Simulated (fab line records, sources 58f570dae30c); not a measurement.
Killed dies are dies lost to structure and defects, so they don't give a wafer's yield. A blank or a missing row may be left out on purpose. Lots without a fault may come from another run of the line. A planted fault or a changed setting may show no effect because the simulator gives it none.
Chamber matching | flow berkeley_cmos170 | UCB170_GATE_ETCH_14 on rie_diel-01: 4 sister chambers
The step etches BARC in N2/H2. 8 wafers are shown with their chamber, then 7 later ones without.

WAFERS WITH THEIR CHAMBER
wafer  | chamber | throttle_valve_pct (%) | drypump_motor_current_A (A)
L357.2 | 2       | 13.54                  | 5.9
L358.6 | 1       | 13.22                  | 5.3
L360.4 | 3       | 13.40                  | 6.5
L360.6 | 2       | 13.52                  | 5.8
L364.1 | 1       | 13.23                  | 5.3
L364.3 | 3       | 13.39                  | 6.5
L365.3 | 0       | 13.16                  | 6.0
L365.4 | 0       | 13.15                  | 6.0

WAFERS WITHOUT THEIR CHAMBER
wafer  | throttle_valve_pct (%) | drypump_motor_current_A (A)
L365.5 | 13.52                  | 5.8
L369.4 | 13.52                  | 5.8
L369.5 | 13.15                  | 6.0
L369.6 | 13.23                  | 5.3
L368.2 | 13.53                  | 5.9
L368.4 | 13.15                  | 6.0
L368.5 | 13.53                  | 5.9

WHICH CHAMBER EACH WENT THROUGH
wafer  | from the rows above | in truth
L365.5 | 2                   | 2
L369.4 | 2                   | 2
L369.5 | 0                   | 0
L369.6 | 1                   | 1
L368.2 | 2                   | 2
L368.4 | 0                   | 0
L368.5 | 2                   | 2
Placed correctly: 7 of 7. Can't be placed from these rows: 0. Placed wrongly: 0.
How it was worked out, from the rows above alone: a wafer's distance from a chamber is the root of the sum, over the readings, of the square of ((its reading less the chamber's mean) divided by the reading's scatter). The wafer belongs to the nearest chamber; if the next one is less than 2 further off, it can't be placed. A chamber's mean is the mean of its shown wafers. The scatter: the root of (the sum of the squares of (reading less its chamber's mean) over the shown wafers, divided by (wafers less chambers)).
